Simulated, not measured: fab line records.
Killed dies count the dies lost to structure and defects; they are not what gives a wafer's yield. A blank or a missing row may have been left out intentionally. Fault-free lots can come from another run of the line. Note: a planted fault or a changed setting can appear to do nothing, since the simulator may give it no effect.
A lot that was struck, set against a sound lot ; flow berkeleyCmos170 ; 17 steps out of a route of 331
Sound: the wafers L616.3, L616.5, L616.6. The struck wafers were L609.3, L609.4, L609.5. The cause is given at the end.
Each step with rows lists, per side, the tool, then ch with its chambers, then its first start. Under that, the readings that differ: sound wafers ; struck wafers ; difference of the means ; sigmas: that difference in standard deviations of wafers without a fault.
alike: a reading whose means differ by less than 2 such deviations, as well as words and numbers matching on both sides. not compared: withheld readings; readings where some wafer has no value; bounds like >300 that might hide an equal value; numbers whose values overlap and for which the record gives no deviation.
The two part at a step that has a row with sigmas, a row that says differs or no value, or rows on one side only. When numbers do not overlap yet have no deviation, they are printed without sigmas and do not part them. A reading missing from all wafers of one side parts the sides only when that side holds two or more wafers.

UCB170_NSD_CD_MEAS_06: target cd 1200 nm.
  sound on cdSem-01, day 9 17:09; struck on cdSem-02, day 8 12:14
reading;sound;struck;difference;sigmas
cdNm (nm);1201.4 1202.4 1201.4;1198.4 1198.4 1198.1;-3.4;-2
UCB170_NSD_OVL_MEAS_07:
  sound on overlay-02, day 9 17:14; struck on overlay-02, day 8 12:20
  alike: NSD_OVL
following that, these wafers have no rows for 1 step: UCB170_NSD_IMPLANT_08.
UCB170_NSD_STRIP_09: strips in O2.
  sound on plasmaAsher-03 ch 0,1, day 9 17:27; struck on plasmaAsher-04 ch 0,1, day 8 12:32
  alike: drypumpMotorCurrentA, oesProductAu, stripTimeToEndpointS
  not compared: rfHoursCounterH
UCB170_NSD_TW_MEAS_10:
  sound on filmMetro-03, day 9 17:32; struck on filmMetro-01, day 8 12:38
  alike: NSD_TW
then, 4 steps without rows for these wafers: UCB170_NSD_CLEAN_11 (cleans in SPM, time 600 s); UCB170_BACKSIDE_HMDS_00 (prime time 60 s); UCB170_BACKSIDE_COAT_01 (resist thk 900 nm); UCB170_BACKSIDE_SOFTBAKE_02 (time 60 s).
UCB170_BACKSIDE_STRIP_03: strips in O2.
  sound on plasmaAsher-01 ch 0,1, day 9 18:26; struck on plasmaAsher-04 ch 0,1, day 8 13:28
reading;sound;struck;difference;sigmas
stripTimeToEndpointS (s);22.07 22.10 22.11;21.95 21.89 21.94;-0.17;-3
  alike: drypumpMotorCurrentA, oesProductAu
  not compared: rfHoursCounterH
then, 1 step without rows for these wafers: UCB170_BACKSIDE_CLEAN_04 (cleans in SPM, time 600 s).
UCB170_SDANNEAL_RTA_00: time 10 s.
  sound on rtpAnneal-02 ch 0, day 9 18:55; struck on rtpAnneal-01 ch 0, day 8 13:43
reading;sound;struck;difference;sigmas
lampPowerPct (%);24.3 24.3 24.3;26.3 26.3 26.3;+2.0;+2
  alike: wafer_temp_C_max
UCB170_SDANNEAL_RTA_01: time 5 s.
  sound on rtpAnneal-02 ch 0, day 9 18:59; struck on rtpAnneal-01 ch 0, day 8 13:47
reading;sound;struck;difference;sigmas
lampPowerPct (%);37.5 37.5 37.6;40.6 40.6 40.6;+3.1;+2
  alike: wafer_temp_C_max
UCB170_SDANNEAL_RS_MEAS_02: measurement is done with a four-point probe.
  sound on filmMetro-01, day 9 19:04; struck on filmMetro-01, day 8 13:52
reading;sound;struck;difference;sigmas
PSD_RS (ohm/sq);75.9 76.0 75.6;73.9 73.7 73.9;-2.0;-6
UCB170_SDANNEAL_RS_MEAS_03: measurement is done with a four-point probe.
  sound on filmMetro-01, day 9 19:11; struck on filmMetro-01, day 8 13:59
reading;sound;struck;difference;sigmas
NSD_RS (ohm/sq);37.34 37.21 37.12;36.94 36.96 36.99;-0.26;-3
UCB170_SDANNEAL_RS_MEAS_04: measurement is done with a four-point probe.
  sound on filmMetro-01, day 9 19:18; struck on filmMetro-01, day 8 14:06
  alike: PLDD_RS
UCB170_M3_PROBE_99:
  the record has rows for the struck wafers here (prober-02, day 9 13:33) and none for the sound ones

== WHERE THEY PART ==
At UCB170_NSD_CD_MEAS_06 first; at UCB170_M3_PROBE_99 last (within this record only).

WHY: whatever the simulator had introduced
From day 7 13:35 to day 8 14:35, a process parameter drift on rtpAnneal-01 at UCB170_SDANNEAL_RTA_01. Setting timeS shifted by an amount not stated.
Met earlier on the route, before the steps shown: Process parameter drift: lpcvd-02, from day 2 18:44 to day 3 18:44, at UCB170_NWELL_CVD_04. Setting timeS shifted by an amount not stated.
